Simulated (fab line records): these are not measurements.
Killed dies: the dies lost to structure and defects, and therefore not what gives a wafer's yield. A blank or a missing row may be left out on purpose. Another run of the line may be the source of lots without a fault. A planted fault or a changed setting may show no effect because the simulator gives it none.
A single fault, viewed from 2 desks :: flow rit_cmos :: numbers are kept per desk, each desk with only its own; the story behind them comes last

## AT THE TOOL OWNER'S DESK: implanter-01
RIT_NRETRO_IMPLANT_08, tool's own readings: per-lot mean of the sampled wafers with a number, covering each lot this tool ran. The brackets show how far a lot's mean lies from the usual mean; more than 4 standard deviations puts the lot out of limits, marked OUT.
Columns: A = beam_energy_keV at RIT_NRETRO_IMPLANT_08, usual 70.000; B = beam_on_s at RIT_NRETRO_IMPLANT_08, usual 10.02 s
lot: L963
first seen here: day 3 01:23
A: 70.014
B: 10.04

lot: L964
first seen here: day 3 07:26
A: 70.006
B: 10.01

lot: L967
first seen here: day 3 20:04
A: 94.507 (+99 or more) OUT
B: 10.12

lot: L968
first seen here: day 4 00:22
A: 94.482 (+99 or more) OUT
B: 9.67

lot: L982
first seen here: day 6 21:07
A: 69.967
B: 10.27
Finding of this desk: L967, L968 out of limits; the first was L967 at day 3 20:04, on beam_energy_keV at RIT_NRETRO_IMPLANT_08. L963, L964, L982: within limits.

## AT THE METROLOGY DESK
Lot by lot, what the gauges showed, no matter which tool ran the lot: averages of those sampled wafers that carry a number. The brackets show how far a lot's mean lies from the usual mean; more than 4 standard deviations puts the lot out of limits, marked OUT.
Columns: A = NRETRO_TW at RIT_NRETRO_TW_MEAS_10, usual 1051
lot: L960
first seen here: day 2 07:20
A: 1054

lot: L962
first seen here: day 2 19:17
A: 1055

lot: L963
first seen here: day 3 01:43
A: 1052

lot: L964
first seen here: day 3 07:45
A: 1049

lot: L967
first seen here: day 3 20:22
A: 1132 (+19) OUT

lot: L968
first seen here: day 4 00:42
A: 1129 (+19) OUT

lot: L975
first seen here: day 5 10:53
A: 1052

lot: L976
first seen here: day 5 14:11
A: 1053

lot: L978
first seen here: day 6 02:19
A: 1053

lot: L979
first seen here: day 6 07:59
A: 1049

lot: L980
first seen here: day 6 13:27
A: 1048

lot: L981
first seen here: day 6 15:37
A: 1052

lot: L982
first seen here: day 6 21:25
A: 1047

lot: L983
first seen here: day 7 03:25
A: 1049
Finding of this desk: L967, L968 out of limits, first seen on L967 at day 3 20:22 (NRETRO_TW at RIT_NRETRO_TW_MEAS_10). L960, L962, L963, L964, L975, L976, L978, L979, L980, L981, L982, L983: within limits.

## PUT TOGETHER
An alarm could have come from the tool owner's desk at day 3 20:04, on L967, L968.
On L967, L968, the metrology desk was in a position to raise an alarm at day 3 20:22.
Of the lots named, all ran RIT_NRETRO_IMPLANT_08 on implanter-01.

## WHAT WAS PUT IN BY THE SIMULATOR
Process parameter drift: implanter-01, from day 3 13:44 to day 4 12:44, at RIT_NRETRO_IMPLANT_08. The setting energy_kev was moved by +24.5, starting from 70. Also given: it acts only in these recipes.
Lots struck among those shown: L967, L968.
Hours from the fault's start to each desk's first reading out of limits: the tool owner's desk, 6; the metrology desk, 7.
